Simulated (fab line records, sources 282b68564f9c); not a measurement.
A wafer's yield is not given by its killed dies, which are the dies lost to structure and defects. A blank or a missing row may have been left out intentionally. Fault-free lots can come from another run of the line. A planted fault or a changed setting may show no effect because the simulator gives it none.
Which tool was responsible? | flow rit-cmos | 14 lots, 42 wafers sampled, at 4 steps of a route of 202

== WHAT EACH GAUGE READ, for each wafer ==
RIT_ACTIVE_BOW_MEAS_00. Usual: INCOMING_BOW 0 um, standard deviation 6.4.
lot  | measured    | on            | INCOMING_BOW (um) | flag
L883 | day 1 10:01 | film-metro-02 | -8 8 7            |
L884 | day 1 15:02 | film-metro-04 | 3 13 -1           |
L886 | day 2 01:00 | film-metro-02 | -2 0 5            |
L888 | day 2 11:00 | film-metro-02 | 7 -12 -15         |
L890 | day 2 21:00 | film-metro-02 | 8 6 3             |
L891 | day 3 02:00 | film-metro-02 | 0 7 6             |
L894 | day 3 17:00 | film-metro-02 | -6 -3 -2          |
L895 | day 3 22:00 | film-metro-03 | -6 -1 0           |
L896 | day 4 03:02 | film-metro-03 | -2 3 -1           |
L898 | day 4 13:00 | film-metro-04 | 0 12 -1           |
L901 | day 5 04:01 | film-metro-03 | 0 4 7             |
L903 | day 5 14:02 | film-metro-03 | 13 4 11           |
L904 | day 5 19:01 | film-metro-03 | -4 -7 12          |
L906 | day 6 05:00 | film-metro-04 | 12 8 0            |

RIT_M1_CD_MEAS_09: target cd 2600 nm. Usual: cd-nm 2600.4 nm, standard deviation 2.2.
lot  | measured    | on        | cd-nm (nm)           | flag
L883 | day 3 21:48 | cd-sem-02 | 2600.3 2600.8 2603.8 |
L884 | day 4 00:17 | cd-sem-02 | 2601.9 2599.3 2600.8 |
L886 | day 4 05:00 | cd-sem-02 | 2600.6 2597.8 2597.2 |
L888 | day 4 13:16 | cd-sem-01 | 2602.2 2603.3 2601.2 |
L894 | day 5 23:22 | cd-sem-02 | 2603.5 2600.9 2599.1 |
L895 | day 6 01:48 | cd-sem-02 | 2604.2 2603.5 2603.9 |
L896 | day 6 06:08 | cd-sem-01 | 2600.9 2600.1 2599.7 |
L898 | day 6 17:58 | cd-sem-01 | 2599.4 2599.5 2598.6 |
L901 | day 7 09:28 | cd-sem-01 | 2599.2 2597.1 2598.8 |
L903 | day 7 12:43 | cd-sem-01 | 2602.3 2601.1 2600.8 |
L904 | day 7 21:28 | cd-sem-01 | 2598.2 2595.6 2594.8 |
L906 | day 8 07:32 | cd-sem-01 | 2601.8 2601.7 2603.6 |

== EACH LOT AND THE TOOL THAT RAN IT (in order: tool; ch and the chambers of the sampled wafers; start) ==
lot  | RIT_ACTIVE_EXPOSE_08               | RIT_PLDD_STRIP_09
L883 | iline-stepper-02 ch 0, day 1 19:14 | plasma-asher-01 ch 0,1, day 3 10:11
L884 | iline-stepper-01 ch 0, day 1 19:30 | plasma-asher-02 ch 0,1, day 3 12:55
L886 | iline-stepper-01 ch 0, day 2 07:30 | plasma-asher-01 ch 0,1, day 3 17:26
L888 | iline-stepper-01 ch 0, day 2 15:34 | plasma-asher-03 ch 0,1, day 4 02:08
L890 | iline-stepper-02, day 3 03:06      | -
L891 | iline-stepper-01, day 3 06:43      | -
L894 | iline-stepper-02 ch 0, day 3 21:04 | plasma-asher-01 ch 0,1, day 5 12:23
L895 | iline-stepper-01 ch 0, day 4 02:10 | plasma-asher-02 ch 0,1, day 5 14:45
L896 | iline-stepper-02 ch 0, day 4 08:49 | plasma-asher-01 ch 0,1, day 5 19:06
L898 | iline-stepper-01 ch 0, day 4 17:53 | plasma-asher-01 ch 0,1, day 6 06:43
L901 | iline-stepper-02 ch 0, day 5 11:02 | plasma-asher-02 ch 0,1, day 6 22:24
L903 | iline-stepper-01 ch 0, day 5 18:28 | plasma-asher-02 ch 0,1, day 7 01:45
L904 | iline-stepper-02 ch 0, day 6 01:14 | plasma-asher-03 ch 0,1, day 7 10:05
L906 | iline-stepper-02 ch 0, day 6 12:18 | plasma-asher-03 ch 0,1, day 7 20:30
- RIT_ACTIVE_EXPOSE_08: exposes mask M1, target cd 1400 nm.
- RIT_PLDD_STRIP_09: strips in O2, time 180 s.

== AS READ BY THE TOOLS THEMSELVES (means over the sampled wafers that have a number; for cases with no such wafer, the mark the record gives instead) ==
RIT_ACTIVE_EXPOSE_08. Usual: exposure-dose-mJ-cm2 224.95, standard deviation 0.21; focus-offset-nm 0.0 nm, standard deviation 0.47.
lot  | tool             | exposure-dose-mJ-cm2 | focus-offset-nm (nm) | flag
L883 | iline-stepper-02 | 224.93               | -0.0                 |
L884 | iline-stepper-01 | 225.09               | 0.0                  |
L886 | iline-stepper-01 | 224.95               | -0.2                 |
L888 | iline-stepper-01 | 224.85               | 0.4                  |
L890 | iline-stepper-02 | -                    | -                    | OFF
L891 | iline-stepper-01 | -                    | -                    | OFF
L894 | iline-stepper-02 | 224.75               | 0.3                  |
L895 | iline-stepper-01 | 224.69               | -0.5                 |
L896 | iline-stepper-02 | 225.01               | 0.3                  |
L898 | iline-stepper-01 | 224.94               | -0.5                 |
L901 | iline-stepper-02 | 225.20               | -0.3                 |
L903 | iline-stepper-01 | 224.97               | 0.3                  |
L904 | iline-stepper-02 | 225.07               | 0.0                  |
L906 | iline-stepper-02 | 224.69               | 0.1                  |

RIT_PLDD_STRIP_09. Usual: drypump-motor-current-A 5.7 A, standard deviation 0.47.
lot  | tool            | drypump-motor-current-A (A) | flag
L883 | plasma-asher-01 | 5.9                         |
L884 | plasma-asher-02 | 6.4                         |
L886 | plasma-asher-01 | 5.8                         |
L888 | plasma-asher-03 | 5.2                         |
L894 | plasma-asher-01 | 5.9                         |
L895 | plasma-asher-02 | 6.4                         |
L896 | plasma-asher-01 | 5.9                         |
L898 | plasma-asher-01 | 5.8                         |
L901 | plasma-asher-02 | 6.4                         |
L903 | plasma-asher-02 | 6.4                         |
L904 | plasma-asher-03 | 5.1                         |
L906 | plasma-asher-03 | 5.2                         |

== THE ANSWER, worked out from the rows above alone ==
Rule: a lot counts as off when the mean over its wafers that have a number is more than 3 standard deviations away from the usual mean. Also off: a lot with no number at a reading for which 4 or more lots have one. Where the step has rows for the other lots, those lots are counted as sound. First the gauges in route order, then the tools' own readings, where a lot's mean is used as printed above. The first step at which some lot is off is used, and at that step the reading that is off furthest; a lot without a number counts as furthest.
Off at RIT_ACTIVE_EXPOSE_08 (exposure-dose-mJ-cm2): L890, L891. Without a number there: L890, L891.
If a tool, at that step or one of the process steps before it, ran each lot that is off and ran no sound lot following the first of them, it fits. Of those tried, none fits.

== WHAT THE SIMULATOR HAD PUT IN ==
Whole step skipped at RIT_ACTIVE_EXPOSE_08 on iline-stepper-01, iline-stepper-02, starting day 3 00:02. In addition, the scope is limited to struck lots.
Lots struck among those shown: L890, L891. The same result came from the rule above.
